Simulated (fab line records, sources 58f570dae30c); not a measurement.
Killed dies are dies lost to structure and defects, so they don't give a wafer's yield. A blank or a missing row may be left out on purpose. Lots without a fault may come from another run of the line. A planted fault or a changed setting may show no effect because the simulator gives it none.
A struck lot beside a sound one | flow berkeley_cmos170 | 16 steps out of a route of 331
Sound: wafers L109.2, L109.3, L109.6. Struck: wafers L111.1, L111.4, L111.6. The cause comes at the end.
At each step with rows: each side's tool, then ch and its chambers, then its first start. Under that, the readings that differ: sound wafers | struck wafers | difference of the means | sigmas: that difference in standard deviations of wafers without a fault.
alike: readings whose means differ by less than 2 such deviations, and words and numbers that are the same on both sides. not compared: withheld readings, readings that some wafer has no value for, bounds like >300 that may hide the same value, and numbers for which the record gives no deviation and whose values overlap.
The two part at a step that has a row with sigmas, a row that says differs or no value, or rows on one side only. Numbers that don't overlap but have no deviation are shown without sigmas and don't part them. A reading that every wafer of one side lacks parts them only if that side has two wafers or more.

first, 1 step without rows for these wafers: UCB170_START_OXIDATION_02 (target thk 20 nm, ox time 1756 s).
UCB170_START_THK_MEAS_03:
  sound on film_metro-01, day 2 21:08; struck on film_metro-03, day 3 05:26
  alike: START_OXIDE_THK
then, 7 steps without rows for these wafers: UCB170_START_ANNEAL_04 (time 1200 s); UCB170_ZERO_HMDS_00 (prime time 60 s); UCB170_ZERO_COAT_01 (resist thk 900 nm); UCB170_ZERO_SOFTBAKE_02 (time 60 s); UCB170_ZERO_EXPOSE_03 (exposes mask PM MARKS, target cd 4000 nm); UCB170_ZERO_PEB_04; UCB170_ZERO_DEVELOP_05 (develop time 45 s).
UCB170_ZERO_ETCH_06: etches SiO2 in CHF3/CF4/Ar, time 11.54 s.
  sound on rie_diel-03 ch 0,3, day 3 05:55; struck on rie_diel-04 ch 0,1,2, day 3 13:14
  alike: drypump_motor_current_A, mfc_ar_sccm, oes_product_au, throttle_valve_pct
  not compared: rf_hours_counter_h
UCB170_ZERO_STRIP_07: strips in O2.
  sound on plasma_asher-01 ch 0,1, day 3 05:56; struck on plasma_asher-01 ch 0,1, day 3 13:16
  reading                      | sound             | struck            | difference | sigmas
  strip_time_to_endpoint_s (s) | 21.40 21.47 21.55 | 21.59 21.60 21.58 | +0.12      | +2
  alike: drypump_motor_current_A, oes_product_au
  not compared: rf_hours_counter_h
then, 1 step without rows for these wafers: UCB170_NWELL_WET_ETCH_00 (etches SiO2 in dHF, time 200 s).
UCB170_NWELL_OXIDATION_01: target thk 26.4 nm, ox time 1260 s.
  sound on furnace-04 ch 0, day 3 12:02; struck on furnace-04 ch 0, day 3 21:08
  reading                                      | sound             | struck            | difference | sigmas
  model.SiO2_of_NWELL_OXIDATION_01.thk_nm (nm) | 26.35 26.18 25.99 | 18.45 18.12 18.25 | -7.90      |
UCB170_NWELL_THK_MEAS_02:
  sound on film_metro-01, day 3 13:23; struck on film_metro-03, day 3 22:31
  reading              | sound          | struck         | difference | sigmas
  NWELL_OXIDE_THK (nm) | 26.3 26.2 26.1 | 18.4 18.1 18.3 | -7.9       | -18
then, 2 steps without rows for these wafers: UCB170_NWELL_ANNEAL_03 (time 900 s); UCB170_M3_PROBE_99.

WHERE THEY PART
First at UCB170_ZERO_STRIP_07; last, within this record, at UCB170_NWELL_THK_MEAS_02.

WHY: what the simulator had put in
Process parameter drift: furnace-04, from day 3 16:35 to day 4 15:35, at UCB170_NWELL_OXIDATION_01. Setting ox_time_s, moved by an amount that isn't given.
